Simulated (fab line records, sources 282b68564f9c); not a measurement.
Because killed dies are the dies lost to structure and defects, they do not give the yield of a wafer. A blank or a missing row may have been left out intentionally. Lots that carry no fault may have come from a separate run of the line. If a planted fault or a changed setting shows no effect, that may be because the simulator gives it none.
Split-lot trial    flow rit_cmos    23 wafers read from 5 lots, route of 202 steps

ON THE SPLIT
At RIT_NSD_COAT_01 (resist thk 1000 nm), the setting resist_thk_nm was moved away from the recipe's 1000 nm on 7 of the 23 wafers read, by -5.5% to +5.3%. For the rest of the wafers, this setting stayed at what the recipe calls for.

FROM THE SPLIT TO THE READING: what the file shows between them, 3 steps
- RIT_NSD_SOFTBAKE_02: time 60 s
- RIT_NSD_EXPOSE_03: exposes mask M9, target cd 40700 nm
- RIT_NSD_DEVELOP_05: develop time 50 s

THE READING
NOVOLAK_of_NSD_COAT_01.thk_nm (the simulator's own value, which no gauge read), in nm, at RIT_NSD_HARDBAKE_07 (time 60 s). No usual value for it is given in the file. Across the 16 wafers here that went through the recipe, the average is 883.9 nm and the standard deviation 1.6 nm.

wafer   tool, chamber at the split  resist_thk_nm as run, nm  against the recipe  NOVOLAK_of_NSD_COAT_01.thk_nm, nm  against lot-mates on the recipe
L075.1  litho_track-04, 0           945                       -5.5%               835.5                              -47.9
L075.2  litho_track-04, 0           945                       -5.5%               834.6                              -48.8
L075.3  litho_track-04, 0           945                       -5.5%               833.9                              -49.5
L075.4  litho_track-04, 0           1000                      recipe              881.8                              -
L075.5  litho_track-04, 0           1000                      recipe              885                                -
L074.1  litho_track-02, 0           1000                      recipe              881.6                              -
L074.2  litho_track-02, 0           1000                      recipe              881.4                              -
L074.3  litho_track-02, 0           1053                      +5.3%               929                                +47.3
L074.4  litho_track-02, 0           1053                      +5.3%               927.1                              +45.4
L074.5  litho_track-02, 0           1000                      recipe              882.2                              -
L077.1  litho_track-04, 0           1000                      recipe              884.7                              -
L077.2  litho_track-04, 0           1000                      recipe              883.3                              -
L077.4  litho_track-04, 0           1035                      +3.5%               913.6                              +29.7
L077.5  litho_track-04, 0           1035                      +3.5%               919.2                              +35.3
L077.6  litho_track-04, 0           1000                      recipe              883.7                              -
L078.1  litho_track-02, 0           1000                      recipe              884.8                              -
L078.2  litho_track-02, 0           1000                      recipe              883                                -
L078.3  litho_track-02, 0           1000                      recipe              885.3                              -
L078.4  litho_track-02, 0           1000                      recipe              883.6                              -
L078.5  litho_track-02, 0           1000                      recipe              883.4                              -
L085.4  litho_track-04, 0           1000                      recipe              887.4                              -
L085.5  litho_track-04, 0           1000                      recipe              885.5                              -
L085.6  litho_track-04, 0           1000                      recipe              885                                -

THE FIT
A straight line over all 23 wafers: NOVOLAK_of_NSD_COAT_01.thk_nm changes by +8.8 nm for each +1% of resist_thk_nm; r = +1.00; the points scatter about the line by 1.9 nm.
The same after taking each lot's own level away (the mean of its wafers on the recipe; 23 wafers): +8.88 nm for each +1%; r = +1.00; scatter 1.3 nm.
According to that fit, moving resist_thk_nm by its largest amount changes the reading by 49 nm.
Measured against the standard deviation above, the lots' own levels, which go from 881.73 to 885.97 nm, span 2.6 times it.
So the lot-to-lot level changes the slope little: the two slopes agree.
Check: for one of the wafers moved furthest among these (-5.5%), held out of the fit, the line's prediction against its lot-mates is -49 nm. It came out at -47.9 nm against them.

OTHER SPLITS ON THESE WAFERS
These wafers also went through other splits before the reading. Each is held against what the fit with the lots' levels taken away leaves over:
other split on the same wafers      wafers away from the commonest value  r with NOVOLAK_of_NSD_COAT_01.thk_nm (lot level and that fit taken away)
RIT_GATE_CVD_08 pressure_mtorr      15                                    +0.09
RIT_GATE_DEVELOP_15 develop_time_s  4                                     -0.06
RIT_REOX_CLEAN_00 time_s            10                                    -0.01
RIT_PLDD_COAT_01 resist_thk_nm      6                                     -0.04

THE WHOLE CHAIN: every reading that the file lists as answering this split, in the file's order
step                 what it does        reading                                                                         change (the file's fit)               r (the file's)
RIT_NSD_COAT_01      resist thk 1000 nm  NOVOLAK_of_NSD_COAT_01.thk_nm (the simulator's own value, which no gauge read)  +10.1 nm for each +1% of the setting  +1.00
RIT_NSD_HARDBAKE_07  time 60 s           NOVOLAK_of_NSD_COAT_01.thk_nm (the simulator's own value, which no gauge read)  +8.88 nm for each +1% of the setting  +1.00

FILE'S OWN FIT
NOVOLAK_of_NSD_COAT_01.thk_nm changes by +8.88 nm for each +1% of resist_thk_nm, r = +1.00.
